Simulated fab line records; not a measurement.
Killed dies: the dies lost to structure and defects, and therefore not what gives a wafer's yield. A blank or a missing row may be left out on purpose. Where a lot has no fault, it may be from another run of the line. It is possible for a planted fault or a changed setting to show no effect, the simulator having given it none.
What tool caused it? :: flow berkeley-cmos170 :: 15 lots with 45 wafers sampled at 5 steps, on a route of 331 steps

WHAT EACH GAUGE READ, for each wafer
UCB170_SPACER_THK_MEAS_01.
lot: L691
measured: day 6 07:45
on: film-metro-04
SPACER_TEOS_THK (nm): 374 378 380

lot: L693
measured: day 7 08:10
on: film-metro-04
SPACER_TEOS_THK (nm): 358 364 372

lot: L694
measured: day 7 08:44
on: film-metro-03
SPACER_TEOS_THK (nm): 372 369 381

lot: L697
measured: day 7 20:14
on: film-metro-04
SPACER_TEOS_THK (nm): 378 375 384

lot: L698
measured: day 7 21:02
on: film-metro-03
SPACER_TEOS_THK (nm): 368 387 371

lot: L695
measured: day 7 20:32
on: film-metro-01
SPACER_TEOS_THK (nm): 376 379 379

lot: L699
measured: day 8 02:51
on: film-metro-04
SPACER_TEOS_THK (nm): 369 377 381

lot: L701
measured: day 8 09:32
on: film-metro-04
SPACER_TEOS_THK (nm): 329 325 324

lot: L702
measured: day 9 05:20
on: film-metro-04
SPACER_TEOS_THK (nm): 328 324 325

lot: L704
measured: day 9 11:21
on: film-metro-04
SPACER_TEOS_THK (nm): 328 324 328

lot: L708
measured: day 10 03:38
on: film-metro-03
SPACER_TEOS_THK (nm): 377 382 379

lot: L705
measured: day 10 03:38
on: film-metro-04
SPACER_TEOS_THK (nm): 331 333 336

lot: L709
measured: day 10 10:40
on: film-metro-04
SPACER_TEOS_THK (nm): 376 384 377

lot: L711
measured: day 10 14:53
on: film-metro-03
SPACER_TEOS_THK (nm): 373 381 380

lot: L713
measured: day 11 10:49
on: film-metro-04
SPACER_TEOS_THK (nm): 373 378 378

UCB170_NSD_TW_MEAS_10.
lot: L691
measured: day 6 14:29
on: film-metro-02
NSD_TW: 4146 4151 4125

lot: L693
measured: day 7 15:01
on: film-metro-03
NSD_TW: 4146 4157 4160

lot: L694
measured: day 7 15:14
on: film-metro-02
NSD_TW: 4114 4133 4142

lot: L697
measured: day 8 04:58
on: film-metro-02
NSD_TW: 4139 4145 4165

lot: L698
measured: day 8 05:12
on: film-metro-03
NSD_TW: 4104 4143 4122

lot: L695
measured: day 8 05:20
on: film-metro-02
NSD_TW: 4159 4158 4170

lot: L699
measured: day 8 10:59
on: film-metro-03
NSD_TW: 4127 4149 4148

lot: L701
measured: day 8 18:57
on: film-metro-01
NSD_TW: 4194 4168 4171

lot: L702
measured: day 9 14:53
on: film-metro-02
NSD_TW: 4104 4107 4112

lot: L704
measured: day 9 19:59
on: film-metro-01
NSD_TW: 4128 4162 4155

lot: L708
measured: day 10 10:53
on: film-metro-01
NSD_TW: 4170 4214 4172

lot: L705
measured: day 10 11:15
on: film-metro-02
NSD_TW: 4154 4162 4140

lot: L709
measured: day 10 17:32
on: film-metro-02
NSD_TW: 4130 4159 4166

lot: L711
measured: day 10 21:36
on: film-metro-03
NSD_TW: 4170 4174 4177

lot: L713
measured: day 11 18:21
on: film-metro-01
NSD_TW: 4171 4178 4160

TOOL THAT RAN EACH LOT (tool first, then ch and the chambers of the sampled wafers, then the start)
lot: L691
UCB170_NVT_STRIP_08: plasma-asher-01 ch 0,1, day 5 13:16
UCB170_SPACER_CVD_00: pecvd-04 ch 0,1,2, day 6 07:42
UCB170_SPACER_ETCHBACK_03: rie-diel-01 ch 1,2, day 6 11:05

lot: L693
UCB170_NVT_STRIP_08: plasma-asher-03 ch 0,1, day 6 09:14
UCB170_SPACER_CVD_00: pecvd-02 ch 0,1, day 7 08:07
UCB170_SPACER_ETCHBACK_03: rie-diel-01 ch 0,1,3, day 7 11:52

lot: L694
UCB170_NVT_STRIP_08: plasma-asher-01 ch 0,1, day 6 09:29
UCB170_SPACER_CVD_00: pecvd-03 ch 0,1,2, day 7 08:41
UCB170_SPACER_ETCHBACK_03: rie-diel-03 ch 0,2,3, day 7 11:56

lot: L697
UCB170_NVT_STRIP_08: plasma-asher-03 ch 1, day 7 01:53
UCB170_SPACER_CVD_00: pecvd-04 ch 1,2, day 7 20:11
UCB170_SPACER_ETCHBACK_03: rie-diel-03 ch 1,2,3, day 8 00:16

lot: L698
UCB170_NVT_STRIP_08: plasma-asher-02 ch 0,1, day 7 02:10
UCB170_SPACER_CVD_00: pecvd-03 ch 0,1,2, day 7 21:00
UCB170_SPACER_ETCHBACK_03: rie-diel-02 ch 0,2,3, day 8 00:16

lot: L695
UCB170_NVT_STRIP_08: plasma-asher-03 ch 0,1, day 7 02:42
UCB170_SPACER_CVD_00: pecvd-02 ch 0,1,2, day 7 20:29
UCB170_SPACER_ETCHBACK_03: rie-diel-01 ch 0,1, day 8 00:16

lot: L699
UCB170_NVT_STRIP_08: plasma-asher-01 ch 0, day 7 08:20
UCB170_SPACER_CVD_00: pecvd-02 ch 0,1,2, day 8 02:48
UCB170_SPACER_ETCHBACK_03: rie-diel-03 ch 1,3, day 8 07:47

lot: L701
UCB170_NVT_STRIP_08: plasma-asher-01 ch 0,1, day 7 17:55
UCB170_SPACER_CVD_00: pecvd-02 ch 0,1,2, day 8 09:30
UCB170_SPACER_ETCHBACK_03: rie-diel-03 ch 1,2,3, day 8 15:50

lot: L702
UCB170_NVT_STRIP_08: plasma-asher-03 ch 0,1, day 8 02:35
UCB170_SPACER_CVD_00: pecvd-02 ch 1,2, day 9 05:17
UCB170_SPACER_ETCHBACK_03: rie-diel-02 ch 0,3, day 9 09:44

lot: L704
UCB170_NVT_STRIP_08: plasma-asher-03 ch 0,1, day 8 14:04
UCB170_SPACER_CVD_00: pecvd-02 ch 0,1,2, day 9 11:18
UCB170_SPACER_ETCHBACK_03: rie-diel-03 ch 0,1,2, day 9 16:53

lot: L708
UCB170_NVT_STRIP_08: plasma-asher-01 ch 0,1, day 8 22:10
UCB170_SPACER_CVD_00: pecvd-03 ch 0,1,2, day 10 03:34
UCB170_SPACER_ETCHBACK_03: rie-diel-03 ch 1,2,3, day 10 05:59

lot: L705
UCB170_NVT_STRIP_08: plasma-asher-02 ch 0, day 8 22:14
UCB170_SPACER_CVD_00: pecvd-02 ch 1, day 10 03:34
UCB170_SPACER_ETCHBACK_03: rie-diel-02 ch 2,3, day 10 05:59

lot: L709
UCB170_NVT_STRIP_08: plasma-asher-02 ch 0,1, day 9 06:59
UCB170_SPACER_CVD_00: pecvd-03 ch 0,2, day 10 10:37
UCB170_SPACER_ETCHBACK_03: rie-diel-01 ch 0,3, day 10 14:21

lot: L711
UCB170_NVT_STRIP_08: plasma-asher-03 ch 0,1, day 9 17:30
UCB170_SPACER_CVD_00: pecvd-03 ch 1,2, day 10 14:50
UCB170_SPACER_ETCHBACK_03: rie-diel-01 ch 1,2,3, day 10 18:01

lot: L713
UCB170_NVT_STRIP_08: plasma-asher-03 ch 0,1, day 10 11:29
UCB170_SPACER_CVD_00: pecvd-03 ch 1,2, day 11 10:45
UCB170_SPACER_ETCHBACK_03: rie-diel-03 ch 0,1, day 11 14:04
- UCB170_NVT_STRIP_08: strips in O2.
- UCB170_SPACER_CVD_00: deposits SiO2 from TEOS/O2, target thk 376 nm, time 47 s.
- UCB170_SPACER_ETCHBACK_03: etches SiO2 in CHF3/CF4/Ar, stops on Si, target depth 376 nm, time 100 s.

AS READ BY THE TOOLS THEMSELVES (means over the sampled wafers that have a number; for cases with no such wafer, the mark the record gives instead)
UCB170_NVT_STRIP_08.
lot: L691
tool: plasma-asher-01
chamber-pressure-mTorr (mTorr): 3500.9
drypump-motor-current-A (A): 5.7
oes-product-au (a.u.): 0.735
strip-time-to-endpoint-s (s): 21.51

lot: L693
tool: plasma-asher-03
chamber-pressure-mTorr (mTorr): 3498.7
drypump-motor-current-A (A): 5.5
oes-product-au (a.u.): 0.735
strip-time-to-endpoint-s (s): 21.61

lot: L694
tool: plasma-asher-01
chamber-pressure-mTorr (mTorr): 3501.8
drypump-motor-current-A (A): 5.5
oes-product-au (a.u.): 0.736
strip-time-to-endpoint-s (s): 21.62

lot: L697
tool: plasma-asher-03
chamber-pressure-mTorr (mTorr): 3502.0
drypump-motor-current-A (A): 5.9
oes-product-au (a.u.): 0.732
strip-time-to-endpoint-s (s): 21.59

lot: L698
tool: plasma-asher-02
chamber-pressure-mTorr (mTorr): 3499.6
drypump-motor-current-A (A): 6.0
oes-product-au (a.u.): 0.738
strip-time-to-endpoint-s (s): 21.61

lot: L695
tool: plasma-asher-03
chamber-pressure-mTorr (mTorr): 3500.1
drypump-motor-current-A (A): 5.5
oes-product-au (a.u.): 0.734
strip-time-to-endpoint-s (s): 21.62

lot: L699
tool: plasma-asher-01
chamber-pressure-mTorr (mTorr): 3499.9
drypump-motor-current-A (A): 6.0
oes-product-au (a.u.): 0.737
strip-time-to-endpoint-s (s): 21.58

lot: L701
tool: plasma-asher-01
chamber-pressure-mTorr (mTorr): 3500.3
drypump-motor-current-A (A): 5.5
oes-product-au (a.u.): 0.736
strip-time-to-endpoint-s (s): 21.70

lot: L702
tool: plasma-asher-03
chamber-pressure-mTorr (mTorr): 3498.6
drypump-motor-current-A (A): 5.6
oes-product-au (a.u.): 0.732
strip-time-to-endpoint-s (s): 21.58

lot: L704
tool: plasma-asher-03
chamber-pressure-mTorr (mTorr): 3503.6
drypump-motor-current-A (A): 5.6
oes-product-au (a.u.): 0.731
strip-time-to-endpoint-s (s): 21.66

lot: L708
tool: plasma-asher-01
chamber-pressure-mTorr (mTorr): 3497.7
drypump-motor-current-A (A): 5.7
oes-product-au (a.u.): 0.730
strip-time-to-endpoint-s (s): 21.67

lot: L705
tool: plasma-asher-02
chamber-pressure-mTorr (mTorr): 3499.3
drypump-motor-current-A (A): 6.2
oes-product-au (a.u.): 0.732
strip-time-to-endpoint-s (s): 21.79

lot: L709
tool: plasma-asher-02
chamber-pressure-mTorr (mTorr): 3498.7
drypump-motor-current-A (A): 6.1
oes-product-au (a.u.): 0.729
strip-time-to-endpoint-s (s): 21.63

lot: L711
tool: plasma-asher-03
chamber-pressure-mTorr (mTorr): 3500.2
drypump-motor-current-A (A): 5.3
oes-product-au (a.u.): 0.734
strip-time-to-endpoint-s (s): 21.65

lot: L713
tool: plasma-asher-03
chamber-pressure-mTorr (mTorr): 3502.7
drypump-motor-current-A (A): 5.5
oes-product-au (a.u.): 0.732
strip-time-to-endpoint-s (s): 21.65

UCB170_SPACER_CVD_00.
lot: L691
tool: pecvd-04
heater-power-w (W): 233
pressure-mtorr (mTorr): 9012
rf-fwd-power-W (W): 545.2

lot: L693
tool: pecvd-02
heater-power-w (W): 282
pressure-mtorr (mTorr): 8998
rf-fwd-power-W (W): 546.2

lot: L694
tool: pecvd-03
heater-power-w (W): 234
pressure-mtorr (mTorr): 8983
rf-fwd-power-W (W): 546.0

lot: L697
tool: pecvd-04
heater-power-w (W): 253
pressure-mtorr (mTorr): 9006
rf-fwd-power-W (W): 547.7

lot: L698
tool: pecvd-03
heater-power-w (W): 228
pressure-mtorr (mTorr): 9004
rf-fwd-power-W (W): 545.7

lot: L695
tool: pecvd-02
heater-power-w (W): 274
pressure-mtorr (mTorr): 9001
rf-fwd-power-W (W): 544.5

lot: L699
tool: pecvd-02
heater-power-w (W): 274
pressure-mtorr (mTorr): 9006
rf-fwd-power-W (W): 545.1

lot: L701
tool: pecvd-02
heater-power-w (W): 322
pressure-mtorr (mTorr): 8991
rf-fwd-power-W (W): 544.6

lot: L702
tool: pecvd-02
heater-power-w (W): 330
pressure-mtorr (mTorr): 8998
rf-fwd-power-W (W): 544.3

lot: L704
tool: pecvd-02
heater-power-w (W): 323
pressure-mtorr (mTorr): 9006
rf-fwd-power-W (W): 542.1

lot: L708
tool: pecvd-03
heater-power-w (W): 216
pressure-mtorr (mTorr): 8975
rf-fwd-power-W (W): 546.6

lot: L705
tool: pecvd-02
heater-power-w (W): 200
pressure-mtorr (mTorr): 8997
rf-fwd-power-W (W): 544.6

lot: L709
tool: pecvd-03
heater-power-w (W): 194
pressure-mtorr (mTorr): 9008
rf-fwd-power-W (W): 546.8

lot: L711
tool: pecvd-03
heater-power-w (W): 251
pressure-mtorr (mTorr): 9013
rf-fwd-power-W (W): 546.5

lot: L713
tool: pecvd-03
heater-power-w (W): 212
pressure-mtorr (mTorr): 9009
rf-fwd-power-W (W): 545.7

UCB170_SPACER_ETCHBACK_03.
lot: L691
tool: rie-diel-01
cf4-flow-sccm (sccm): 9.982
chamber-pressure-mTorr (mTorr): 199.92
drypump-motor-current-A (A): 6.1
mfc-ar-sccm (sccm): 119.3
oes-product-au (a.u.): 0.901
rf-fwd-power-W (W): 497.6
throttle-valve-pct (%): 6.60

lot: L693
tool: rie-diel-01
cf4-flow-sccm (sccm): 10.013
chamber-pressure-mTorr (mTorr): 199.88
drypump-motor-current-A (A): 6.2
mfc-ar-sccm (sccm): 119.9
oes-product-au (a.u.): 0.891
rf-fwd-power-W (W): 495.5
throttle-valve-pct (%): 6.52

lot: L694
tool: rie-diel-03
cf4-flow-sccm (sccm): 10.012
chamber-pressure-mTorr (mTorr): 199.99
drypump-motor-current-A (A): 5.9
mfc-ar-sccm (sccm): 119.8
oes-product-au (a.u.): 0.894
rf-fwd-power-W (W): 499.1
throttle-valve-pct (%): 6.47

lot: L697
tool: rie-diel-03
cf4-flow-sccm (sccm): 10.014
chamber-pressure-mTorr (mTorr): 199.91
drypump-motor-current-A (A): 5.9
mfc-ar-sccm (sccm): 119.9
oes-product-au (a.u.): 0.900
rf-fwd-power-W (W): 496.4
throttle-valve-pct (%): 6.54

lot: L698
tool: rie-diel-02
cf4-flow-sccm (sccm): 9.970
chamber-pressure-mTorr (mTorr): 200.02
drypump-motor-current-A (A): 5.7
mfc-ar-sccm (sccm): 120.1
oes-product-au (a.u.): 0.900
rf-fwd-power-W (W): 497.7
throttle-valve-pct (%): 6.55

lot: L695
tool: rie-diel-01
cf4-flow-sccm (sccm): 10.006
chamber-pressure-mTorr (mTorr): 200.06
drypump-motor-current-A (A): 6.2
mfc-ar-sccm (sccm): 120.2
oes-product-au (a.u.): 0.908
rf-fwd-power-W (W): 499.0
throttle-valve-pct (%): 6.56

lot: L699
tool: rie-diel-03
cf4-flow-sccm (sccm): 9.980
chamber-pressure-mTorr (mTorr): 199.97
drypump-motor-current-A (A): 6.1
mfc-ar-sccm (sccm): 119.5
oes-product-au (a.u.): 0.893
rf-fwd-power-W (W): 496.4
throttle-valve-pct (%): 6.61

lot: L701
tool: rie-diel-03
cf4-flow-sccm (sccm): 9.989
chamber-pressure-mTorr (mTorr): 199.89
drypump-motor-current-A (A): 5.9
mfc-ar-sccm (sccm): 120.1
oes-product-au (a.u.): 0.806
rf-fwd-power-W (W): 495.9
throttle-valve-pct (%): 6.53

lot: L702
tool: rie-diel-02
cf4-flow-sccm (sccm): 10.028
chamber-pressure-mTorr (mTorr): 199.86
drypump-motor-current-A (A): 5.6
mfc-ar-sccm (sccm): 120.0
oes-product-au (a.u.): 0.814
rf-fwd-power-W (W): 497.6
throttle-valve-pct (%): 6.49

lot: L704
tool: rie-diel-03
cf4-flow-sccm (sccm): 10.005
chamber-pressure-mTorr (mTorr): 200.04
drypump-motor-current-A (A): 6.1
mfc-ar-sccm (sccm): 120.0
oes-product-au (a.u.): 0.809
rf-fwd-power-W (W): 496.8
throttle-valve-pct (%): 6.53

lot: L708
tool: rie-diel-03
cf4-flow-sccm (sccm): 10.019
chamber-pressure-mTorr (mTorr): 199.97
drypump-motor-current-A (A): 5.9
mfc-ar-sccm (sccm): 120.0
oes-product-au (a.u.): 0.897
rf-fwd-power-W (W): 497.8
throttle-valve-pct (%): 6.53

lot: L705
tool: rie-diel-02
cf4-flow-sccm (sccm): 10.006
chamber-pressure-mTorr (mTorr): 199.86
drypump-motor-current-A (A): 5.9
mfc-ar-sccm (sccm): 120.0
oes-product-au (a.u.): 0.834
rf-fwd-power-W (W): 497.9
throttle-valve-pct (%): 6.60

lot: L709
tool: rie-diel-01
cf4-flow-sccm (sccm): 10.005
chamber-pressure-mTorr (mTorr): 200.09
drypump-motor-current-A (A): 6.1
mfc-ar-sccm (sccm): 120.2
oes-product-au (a.u.): 0.915
rf-fwd-power-W (W): 496.8
throttle-valve-pct (%): 6.52

lot: L711
tool: rie-diel-01
cf4-flow-sccm (sccm): 10.023
chamber-pressure-mTorr (mTorr): 200.02
drypump-motor-current-A (A): 6.1
mfc-ar-sccm (sccm): 119.7
oes-product-au (a.u.): 0.911
rf-fwd-power-W (W): 496.2
throttle-valve-pct (%): 6.55

lot: L713
tool: rie-diel-03
cf4-flow-sccm (sccm): 10.013
chamber-pressure-mTorr (mTorr): 200.00
drypump-motor-current-A (A): 6.3
mfc-ar-sccm (sccm): 120.0
oes-product-au (a.u.): 0.888
rf-fwd-power-W (W): 496.1
throttle-valve-pct (%): 6.61

THE ANSWER, worked out from the rows above alone
Rule: usual is defined by the lots themselves. The widest of any qualifying gaps counts: lots, ordered by their means at a reading, are off when they make up no more than a third of the lots, leave a main group of 4 or more, and stand apart from it by 3 or more times the standard deviation of that group's means. Not used: any main group whose means are identical at the precision the tables above print for the reading. A lot without any number at a reading at which 4 lots or more have one is off too. Any other lot the step has rows for is counted as sound. After the gauges, taken in route order, come the tools' own readings; for these a lot's mean is taken, as printed above. At the first step where some lot is off, the reading lying furthest off is the one used; lots without a number count as furthest.
Off: L701, L702, L704, L705, at UCB170_SPACER_THK_MEAS_01 (SPACER_TEOS_THK). Mean 376 nm and standard deviation 4 in the main group.
A tool fits if, at a process step before that reading, it ran every lot that is off, and no sound lot after the first of them. Not tried: the gauges at UCB170_SPACER_THK_MEAS_01; whatever is off there is also off at UCB170_SPACER_ETCHBACK_03, on other tools, and gauge error can't account for it. One fits: pecvd-02 at UCB170_SPACER_CVD_00. Its last sound lot is L699 (day 8 02:48), its first lot that is off L701 (day 8 09:30): a fault that began between those two fits.

WHAT THE SIMULATOR HAD INSERTED
Site profile drift: pecvd-02, from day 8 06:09 on, at UCB170_SPACER_CVD_00. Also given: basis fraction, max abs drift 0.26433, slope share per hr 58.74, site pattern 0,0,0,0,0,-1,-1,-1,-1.
Struck lots among those shown: L701, L702, L704, L705. The rule above found the same.
